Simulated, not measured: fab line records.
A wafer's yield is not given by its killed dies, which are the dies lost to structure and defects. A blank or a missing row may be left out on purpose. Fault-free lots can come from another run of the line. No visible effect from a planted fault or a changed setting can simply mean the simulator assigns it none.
fab line records | flow rit_cmos
record lots=6 | wafers=18 | last_day=7
route steps=202 shown PWELL@46 WELLDRIVE@50 NWELL@51 NRETRO@53 M1@202
lots untouched by any fault: they come from a run of this same line in which no faults occurred
start_h: hours from the record's opening day to when the first of the lot's shown wafers began | wait_h: hours elapsed since this lot's preceding step | " unchanged from the row above | L1.1+2: one row covering several wafers at once | - no value, or no start was given | * or withheld: withheld | < > ~ a bound
route shown NAME@n: a module of which the file shows steps, and the number in the route of the first | usual: mean/standard deviation of fault-free wafers | same: alike in all rows | chamber/n: place in a boat | sites: per-site readings | _std_site: standard deviation of those values | _edge_site: mean of outer sites minus mean of inner sites | radius_mm: how far each site lies from the wafer's centre | mask NAME#n: copy n | behind: the last tool/chamber to shape the wafer | hold: reason for holding the lot/hours on hold/outcome of the hold | device: whichever transistor did not switch (one of n, p or np) | end of line: the tests these same wafers got at the end of their route | where a step has no rows: the recipe by itself | killed: not the wafer's yield, but the dies lost to structure and defects at the first sort | map: a wafer's dies, marking killed ones x, the rest . and places with no die _
set.NAME: setting as actually run; set.NAME@STEP: the setting as run at that earlier step | model.NAME: the simulator's own value behind a step, which no gauge read
lots at some steps of the route; a table a step, a row a wafer
services: the hour from which a tool's chamber was out of use, counted from the record's first day as start_h (under 0 if before that day), plus the number of hours and why
## steps
# step RIT_PWELL_HARDBAKE_07
# recipe resist=NOVOLAK | temp_c=140 | time_s=120
# step RIT_PWELL_IMPLANT_08
# recipe species=B | energy_kev=168.1 | dose_cm2=7e+13 | tilt_deg=7
# step RIT_PWELL_STRIP_09
# recipe chemistry=O2 | time_s=180 | resist=NOVOLAK | platen_temp_c=withheld | power_w=500 | pressure_mtorr=4000 | o2_flow_sccm=4000
# usual drypump_motor_current_A=5.5/0.5 | o2_flow_sccm=3999/13
lot.wafer | tool            | chamber | start_h | wait_h | drypump_motor_current_A | o2_flow_sccm | rf_hours_counter_h
L888.3    | plasma_asher-03 | 0       | 32.58   | 0.1    | 5.5                     | 3998         | -
L888.4    | "               | 1       | "       | "      | 6.0                     | 4014         | -
L888.5    | "               | 1       | "       | "      | 6.0                     | 4005         | -
L895.1    | plasma_asher-02 | 1       | 68.52   | 0.1    | 4.7                     | 3977         | 27
L895.2    | "               | 0       | "       | "      | 5.4                     | 3998         | 27
L895.3    | "               | 1       | "       | "      | 4.8                     | 4003         | -
L899.3    | plasma_asher-03 | 0       | 87.35   | 0.1    | 5.5                     | 4014         | -
L899.4    | "               | 1       | "       | "      | 5.9                     | 3979         | -
L899.5    | "               | 0       | "       | "      | 5.5                     | 3990         | -
L901.2    | plasma_asher-03 | 0       | 97.70   | 0.1    | 5.5                     | 4003         | 46
L901.4    | "               | 1       | "       | "      | 6.0                     | 4012         | -
L901.5    | "               | 0       | "       | "      | 5.5                     | 4015         | -
L906.1    | plasma_asher-02 | 0       | 122.36  | 0.1    | 5.4                     | 4000         | 33
L906.5    | "               | 0       | "       | "      | 5.4                     | 4002         | -
L906.6    | "               | 1       | "       | "      | 4.8                     | 4004         | -
L907.2    | plasma_asher-02 | 0       | 127.91  | 0.1    | 5.4                     | 3995         | 34
L907.3    | "               | 0       | "       | "      | 5.4                     | 4007         | -
L907.5    | "               | 0       | "       | "      | 5.4                     | 4001         | -
# step RIT_PWELL_TW_MEAS_10
# usual PWELL_TW=951/7
lot.wafer | tool          | chamber | start_h | wait_h | PWELL_TW
L888.3    | film_metro-03 | -       | 32.72   | 0.1    | 950
L888.4    | "             | -       | "       | "      | 952
L888.5    | "             | -       | "       | "      | 951
L895.1    | film_metro-01 | -       | 68.70   | 0.1    | 954
L895.2    | "             | -       | "       | "      | 957
L895.3    | "             | -       | "       | "      | 958
L899.3    | film_metro-01 | -       | 87.49   | 0.1    | 961
L899.4    | "             | -       | "       | "      | 966
L899.5    | "             | -       | "       | "      | 969
L901.2    | film_metro-01 | -       | 97.89   | 0.1    | 960
L901.4    | "             | -       | "       | "      | 954
L901.5    | "             | -       | "       | "      | 954
L906.1    | film_metro-04 | -       | 122.54  | 0.1    | 948
L906.5    | "             | -       | "       | "      | 945
L906.6    | "             | -       | "       | "      | 953
L907.2    | film_metro-04 | -       | 128.09  | 0.1    | 953
L907.3    | "             | -       | "       | "      | 953
L907.5    | "             | -       | "       | "      | 953
# step RIT_WELLDRIVE_ANNEAL_00
# recipe temp_c=1100 | time_s=14700 | ambient=N2
# step RIT_WELLDRIVE_RS_MEAS_01
# recipe thk_meas_gauge=four-point-probe
# usual NWELL_RS=275.8/0.86
lot.wafer | tool          | chamber | start_h | wait_h | NWELL_RS[ohm/sq]
L888.3    | film_metro-03 | -       | 37.88   | 0.0    | 275.1
L888.4    | "             | -       | "       | "      | 275.5
L888.5    | "             | -       | "       | "      | 274.8
L895.1    | film_metro-01 | -       | 73.84   | 0.0    | 276.6
L895.2    | "             | -       | "       | "      | 277.0
L895.3    | "             | -       | "       | "      | 277.1
L899.3    | film_metro-03 | -       | 92.81   | 0.0    | 275.7
L899.4    | "             | -       | "       | "      | 275.9
L899.5    | "             | -       | "       | "      | 275.7
L901.2    | film_metro-04 | -       | 103.04  | 0.0    | 275.8
L901.4    | "             | -       | "       | "      | 275.3
L901.5    | "             | -       | "       | "      | 276.3
L906.1    | film_metro-03 | -       | 127.68  | 0.0    | 276.2
L906.5    | "             | -       | "       | "      | 276.3
L906.6    | "             | -       | "       | "      | 276.7
L907.2    | film_metro-03 | -       | 134.10  | 0.0    | 277.1
L907.3    | "             | -       | "       | "      | 277.3
L907.5    | "             | -       | "       | "      | 276.6
# step RIT_WELLDRIVE_RS_MEAS_02
# recipe thk_meas_gauge=four-point-probe
# usual PWELL_RS=430.7/1.2
lot.wafer | tool          | chamber | start_h | wait_h | PWELL_RS[ohm/sq]
L888.3    | film_metro-03 | -       | 38.00   | 0.1    | 430.7
L888.4    | "             | -       | "       | "      | 429.2
L888.5    | "             | -       | "       | "      | 429.8
L895.1    | film_metro-01 | -       | 73.96   | 0.1    | 431.2
L895.2    | "             | -       | "       | "      | 430.7
L895.3    | "             | -       | "       | "      | 429.8
L899.3    | film_metro-03 | -       | 92.93   | 0.1    | 427.9
L899.4    | "             | -       | "       | "      | 428.8
L899.5    | "             | -       | "       | "      | 428.5
L901.2    | film_metro-04 | -       | 103.16  | 0.1    | 432.5
L901.4    | "             | -       | "       | "      | 432.8
L901.5    | "             | -       | "       | "      | 431.1
L906.1    | film_metro-03 | -       | 127.80  | 0.1    | 431.8
L906.5    | "             | -       | "       | "      | 432.0
L906.6    | "             | -       | "       | "      | 433.1
L907.2    | film_metro-03 | -       | 134.22  | 0.1    | 430.0
L907.3    | "             | -       | "       | "      | 430.7
L907.5    | "             | -       | "       | "      | 431.1
# step RIT_NRETRO_HMDS_00
# recipe prime_time_s=60 | prime_temp_c=140
# step RIT_NRETRO_COAT_01
# recipe resist=NOVOLAK | spin_rpm=2000 | resist_thk_nm=1300
# step RIT_NRETRO_SOFTBAKE_02
# recipe resist=NOVOLAK | temp_c=90 | time_s=60
# step RIT_NRETRO_EXPOSE_03
# recipe mask_id=M4 | na=0.57 | target_cd_nm=43900 | dose_mj=250
# step RIT_NRETRO_PEB_04
# recipe resist=NOVOLAK | temp_c=withheld | time_s=withheld
# step RIT_NRETRO_DEVELOP_05
# recipe resist=NOVOLAK | develop_time_s=68 | dev_temp_c=23
# usual developer_temp_C=22.99/0.098
lot.wafer | tool           | chamber | start_h | wait_h | developer_temp_C
L888.3    | litho_track-02 | 0       | 38      | -      | 22.96
L888.4    | "              | 0       | "       | "      | 23.02
L888.5    | "              | 0       | "       | "      | 23.06
L895.1    | litho_track-04 | 0       | 74      | -      | 22.97
L895.2    | "              | 0       | "       | "      | 22.97
L895.3    | "              | 0       | "       | "      | 23.04
L899.3    | litho_track-04 | 0       | 93      | -      | 23.87
L899.4    | "              | 0       | "       | "      | 23.97
L899.5    | "              | 0       | "       | "      | 24.00
L901.2    | litho_track-04 | 0       | 104     | -      | 23.86
L901.4    | "              | 0       | "       | "      | 23.89
L901.5    | "              | 0       | "       | "      | 23.91
L906.1    | litho_track-01 | 0       | 128     | -      | 23.10
L906.5    | "              | 0       | "       | "      | 23.05
L906.6    | "              | 0       | "       | "      | 22.88
L907.2    | litho_track-02 | 0       | 135     | -      | 23.01
L907.3    | "              | 0       | "       | "      | 22.92
L907.5    | "              | 0       | "       | "      | 22.89
# step RIT_NRETRO_OVL_MEAS_06
# usual NRETRO_OVL=0.5/1.3
lot.wafer | tool       | chamber | start_h | wait_h | NRETRO_OVL[nm]
L888.3    | overlay-01 | -       | 39.01   | -      | 0.5
L888.4    | "          | -       | "       | "      | 0.7
L888.5    | "          | -       | "       | "      | 0.4
L895.1    | overlay-02 | -       | 75.08   | -      | -0.7
L895.2    | "          | -       | "       | "      | -2.0
L895.3    | "          | -       | "       | "      | -1.9
L899.3    | overlay-01 | -       | 94.02   | -      | 1.5
L899.4    | "          | -       | "       | "      | 2.3
L899.5    | "          | -       | "       | "      | 2.8
L901.2    | overlay-02 | -       | 104.27  | -      | 2.3
L901.4    | "          | -       | "       | "      | 3.2
L901.5    | "          | -       | "       | "      | 1.9
L906.1    | overlay-02 | -       | 128.93  | -      | -1.7
L906.5    | "          | -       | "       | "      | -0.9
L906.6    | "          | -       | "       | "      | -1.3
L907.2    | overlay-01 | -       | 135.33  | -      | 0.8
L907.3    | "          | -       | "       | "      | 0.5
L907.5    | "          | -       | "       | "      | -0.4
# step RIT_M1_PROBE_99
# usual killed_at_contacts=0.1/0.35 | killed_at_front_end=6.6/2.7 | killed_dies=6.7/2.8 | killed_on_rim=1.8/1.5 | killed_open=3.4/2.1 | killed_short=3.3/1.8
# same gross_dies=264 | killed_at_M0_to_M3=0 | killed_at_M4_up=0 | killed_at_back_side=0 | killed_at_other=0
lot.wafer | tool      | chamber | start_h | wait_h | killed_at_contacts | killed_at_front_end | killed_dies | killed_on_rim | killed_open | killed_short
L888.3    | prober-02 | -       | 66.74   | 0.2    | 1                  | 8                   | 9           | 1             | 5           | 4
L888.4    | prober-02 | -       | 66.79   | 0.2    | 0                  | 7                   | 7           | 2             | 1           | 6
L888.5    | prober-02 | -       | 66.84   | 0.2    | 0                  | 10                  | 10          | 0             | 4           | 6
L895.1    | prober-01 | -       | 103.67  | 0.1    | 0                  | 7                   | 7           | 0             | 3           | 4
L895.2    | prober-01 | -       | 103.72  | 0.1    | 0                  | 8                   | 8           | 3             | 5           | 3
L895.3    | prober-01 | -       | 103.77  | 0.2    | 0                  | 9                   | 9           | 4             | 8           | 1
L899.3    | prober-01 | -       | 121.87  | 0.2    | 3                  | 14                  | 17          | 10            | 7           | 7
L899.4    | prober-01 | -       | 121.92  | 0.2    | 1                  | 9                   | 10          | 4             | 6           | 4
L899.5    | prober-01 | -       | 121.97  | 0.2    | 0                  | 6                   | 6           | 2             | 2           | 4
L901.2    | prober-01 | -       | 132.25  | 0.1    | 0                  | 7                   | 7           | 3             | 3           | 4
L901.4    | prober-01 | -       | 132.35  | 0.2    | 0                  | 6                   | 6           | 1             | 3           | 3
L901.5    | prober-01 | -       | 132.40  | 0.2    | 0                  | 6                   | 6           | 2             | 5           | 1
L906.1    | prober-02 | -       | 157.23  | 0.1    | 0                  | 6                   | 6           | 0             | 4           | 2
L906.5    | prober-02 | -       | 157.43  | 0.2    | 0                  | 10                  | 10          | 4             | 4           | 6
L906.6    | prober-02 | -       | 157.48  | 0.2    | 0                  | 8                   | 8           | 2             | 2           | 6
L907.2    | prober-01 | -       | 163.72  | 0.1    | 0                  | 4                   | 4           | 1             | 3           | 1
L907.3    | prober-01 | -       | 163.77  | 0.2    | 0                  | 5                   | 5           | 0             | 2           | 3
L907.5    | prober-01 | -       | 163.87  | 0.2    | 0                  | 3                   | 3           | 0             | 0           | 3
# killed by level:class
L888.3 GATE:geometric_particle:short=4 ACTIVE:geometric_particle:open=1 FOX1:geometric_particle:open=1 FOX2:geometric_particle:open=1 CONTACT:geometric_particle:open=1 SILICIDE:geometric_particle:open=1
L888.4 GATE:geometric_particle:short=3 FOX1:geometric_particle:short=2 FOX1:geometric_particle:open=1 SPACER:geometric_particle:short=1
L888.5 FOX1:geometric_particle:open=3 GATE:geometric_particle:short=3 REOX:geometric_particle:short=2 FOX1:geometric_particle:short=1 GATE:geometric_particle:open=1
L895.1 GATE:geometric_particle:short=2 FOX1:geometric_particle:open=1 FOX1:geometric_particle:short=1 FOX2:geometric_particle:open=1 SPACER:geometric_particle:short=1 SPACER:geometric_particle:open=1
L895.2 SPACER:geometric_particle:short=3 FOX1:geometric_particle:open=2 GATE:geometric_particle:open=1 REOX:geometric_particle:open=1 SILICIDE:geometric_particle:open=1
L895.3 FOX1:geometric_particle:open=3 GATE:geometric_particle:open=3 FOX2:geometric_particle:open=1 GATE:geometric_particle:short=1 SILICIDE:geometric_particle:open=1
L899.3 FOX1:geometric_particle:short=4 CONTACT:coat_microbubble_printed=3 FOX1:geometric_particle:open=2 GATE:geometric_particle:open=2 SPACER:geometric_particle:open=2 GATE:geometric_particle:short=1 SPACER:geometric_particle:short=1 SILICIDE:geometric_particle:short=1
L899.4 GATE:geometric_particle:open=3 SILICIDE:geometric_particle:short=3 FOX1:geometric_particle:short=1 SPACER:geometric_particle:open=1 SILICIDE:geometric_particle:open=1 CONTACT:geometric_particle:open=1
L899.5 SPACER:geometric_particle:short=3 FOX1:geometric_particle:open=1 GATE:geometric_particle:short=1 SILICIDE:geometric_particle:open=1
L901.2 FOX1:geometric_particle:open=1 FOX1:geometric_particle:short=1 GATE:geometric_particle:short=1 REOX:geometric_particle:open=1 REOX:geometric_particle:short=1 SPACER:geometric_particle:short=1 SPACER:geometric_particle:open=1
L901.4 REOX:geometric_particle:open=2 FOX1:geometric_particle:open=1 FOX1:geometric_particle:short=1 GATE:geometric_particle:short=1 REOX:geometric_particle:short=1
L901.5 FOX2:geometric_particle:open=3 FOX1:geometric_particle:open=2 SILICIDE:geometric_particle:short=1
L906.1 SILICIDE:geometric_particle:open=3 GATE:geometric_particle:short=2 FOX2:geometric_particle:open=1
L906.5 GATE:geometric_particle:short=3 FOX1:geometric_particle:open=2 GATE:geometric_particle:open=2 SPACER:geometric_particle:short=2 FOX2:geometric_particle:short=1
L906.6 FOX1:geometric_particle:short=3 FOX2:geometric_particle:short=1 GATE:geometric_particle:open=1 GATE:geometric_particle:short=1 REOX:geometric_particle:short=1 SILICIDE:geometric_particle:open=1
L907.2 GATE:geometric_particle:open=2 GATE:geometric_particle:short=1 REOX:geometric_particle:open=1
L907.3 FOX2:geometric_particle:short=1 GATE:geometric_particle:short=1 GATE:geometric_particle:open=1 REOX:geometric_particle:short=1 SPACER:geometric_particle:open=1
L907.5 GATE:geometric_particle:short=2 SILICIDE:geometric_particle:short=1
## services
tool            | chamber | start_h | hours | kind
plasma_asher-02 | -       | 29.96   | 0.8   | repair
plasma_asher-03 | -       | 108.75  | 9.0   | pm
plasma_asher-03 | 0       | 108.75  | 9.0   | vent_cycle
plasma_asher-03 | 1       | 108.75  | 9.0   | vent_cycle
plasma_asher-03 | 0       | 117.75  | -     | clean
plasma_asher-03 | 1       | 117.75  | -     | clean
## key
first_sign step=RIT_NRETRO_DEVELOP_05 | reading=developer_temp_C | direction=up | sigmas=9.5 | usual=* | struck=*
effect none on later readings
met_at RIT_NRETRO_DEVELOP_05
struck_wafers L899.3,L899.4,L899.5,L901.2,L901.4,L901.5
tester_left_out L899,L901
onset_between 74 93
fault kind=process_parameter_drift | tool=litho_track-04 | chamber=- | onset_h=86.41 | steps=RIT_NRETRO_DEVELOP_05 | channel=dev_temp_c | offset=* | shape=step | end_h=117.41 | acts_in=* | stated=*
# tester_left_out: of these lots the tester's yield and bins aren't shown, on N5 and GAA mostly nor the transistor test; their killed dies are dies lost to structure and defects alone, not to doping, threshold or leakage, so they don't give the yield
